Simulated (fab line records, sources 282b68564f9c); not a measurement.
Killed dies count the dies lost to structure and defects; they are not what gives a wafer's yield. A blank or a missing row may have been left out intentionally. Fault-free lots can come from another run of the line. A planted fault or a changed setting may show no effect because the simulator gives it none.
What tool caused it? || flow rit cmos || 7 lots with 19 wafers sampled at 3 steps, on a route of 202 steps

WHAT EACH GAUGE READ, for each wafer
RIT_M1_RS_MEAS_01: measurement is done with a four-point probe.
{"lot": "L910", "measured": "day 3 11:19", "on": "film metro-02", "M1_AL_RS (ohm/sq)": "0.0748 0.0742 0.0746"}
{"lot": "L913", "measured": "day 4 05:37", "on": "film metro-01", "M1_AL_RS (ohm/sq)": "0.0736 0.0736 0.0735"}
{"lot": "L918", "measured": "day 5 10:49", "on": "film metro-02", "M1_AL_RS (ohm/sq)": "0.0715 0.0709 0.0713"}
{"lot": "L922", "measured": "day 5 23:40", "on": "film metro-01", "M1_AL_RS (ohm/sq)": "0.0716 0.0743 0.0733"}
{"lot": "L924", "measured": "day 6 09:06", "on": "film metro-02", "M1_AL_RS (ohm/sq)": "0.0736 0.0737 0.0734"}
{"lot": "L928", "measured": "day 7 06:12", "on": "film metro-01", "M1_AL_RS (ohm/sq)": 0.0912}
{"lot": "L930", "measured": "day 7 15:19", "on": "film metro-01", "M1_AL_RS (ohm/sq)": "0.0725 0.0714 0.0722"}

WHICH TOOL RAN EACH LOT (tool, then ch and the chambers of the sampled wafers, then the start)
{"lot": "L910", "RIT_CONTACT_CVD_00": "pecvd-04 ch 0,1, day 3 08:20", "RIT_M1_SPUTTER_00": "pvd sputter-03, day 3 11:01"}
{"lot": "L913", "RIT_CONTACT_CVD_00": "pecvd-04 ch 0,1,2, day 4 03:05", "RIT_M1_SPUTTER_00": "pvd sputter-02, day 4 05:19"}
{"lot": "L918", "RIT_CONTACT_CVD_00": "pecvd-02 ch 0,1, day 5 08:02", "RIT_M1_SPUTTER_00": "pvd sputter-01, day 5 10:32"}
{"lot": "L922", "RIT_CONTACT_CVD_00": "pecvd-04 ch 0,1, day 5 21:06", "RIT_M1_SPUTTER_00": "pvd sputter-02, day 5 23:20"}
{"lot": "L924", "RIT_CONTACT_CVD_00": "pecvd-02 ch 0,2, day 6 06:22", "RIT_M1_SPUTTER_00": "pvd sputter-03, day 6 08:48"}
{"lot": "L928", "RIT_CONTACT_CVD_00": "pecvd-04 ch 1, day 7 03:40", "RIT_M1_SPUTTER_00": "pvd sputter-02, day 7 05:55"}
{"lot": "L930", "RIT_CONTACT_CVD_00": "pecvd-02 ch 0,1, day 7 12:41", "RIT_M1_SPUTTER_00": "pvd sputter-01, day 7 15:01"}
- RIT_CONTACT_CVD_00: deposits SiO2 from TEOS, target thk 400 nm, time 61 s.
- RIT_M1_SPUTTER_00: material Al, target thk 400 nm, time 500 s.

THE ANSWER, worked out from the rows above alone
Rule: the lots themselves supply what counts as usual. Put in order of their means at a reading, lots are off if they are a third of the lots or fewer, leave a main group of 4 or more, and stand apart from it by a gap of 3 or more times the standard deviation of the main group's means; of several such gaps the widest counts. Not used: any main group whose means are identical at the precision the tables above print for the reading. A lot without any number at a reading at which 4 lots or more have one is off too. Where the step has rows for the other lots, those lots are counted as sound.
Off: L928, seen at RIT_M1_RS_MEAS_01 (M1_AL_RS). Main group: mean 0.0730 ohm/sq, sd 0.0011.
A tool fits if, at a process step before that reading, it ran every lot that is off, and no sound lot after the first of them. Those tools and the gauges at RIT_M1_RS_MEAS_01 are tried in the same way. Can't be told from this: 2 tools fit, pecvd-04 at RIT_CONTACT_CVD_00, pvd sputter-02 at RIT_M1_SPUTTER_00.

WHAT THE SIMULATOR HAD INSERTED
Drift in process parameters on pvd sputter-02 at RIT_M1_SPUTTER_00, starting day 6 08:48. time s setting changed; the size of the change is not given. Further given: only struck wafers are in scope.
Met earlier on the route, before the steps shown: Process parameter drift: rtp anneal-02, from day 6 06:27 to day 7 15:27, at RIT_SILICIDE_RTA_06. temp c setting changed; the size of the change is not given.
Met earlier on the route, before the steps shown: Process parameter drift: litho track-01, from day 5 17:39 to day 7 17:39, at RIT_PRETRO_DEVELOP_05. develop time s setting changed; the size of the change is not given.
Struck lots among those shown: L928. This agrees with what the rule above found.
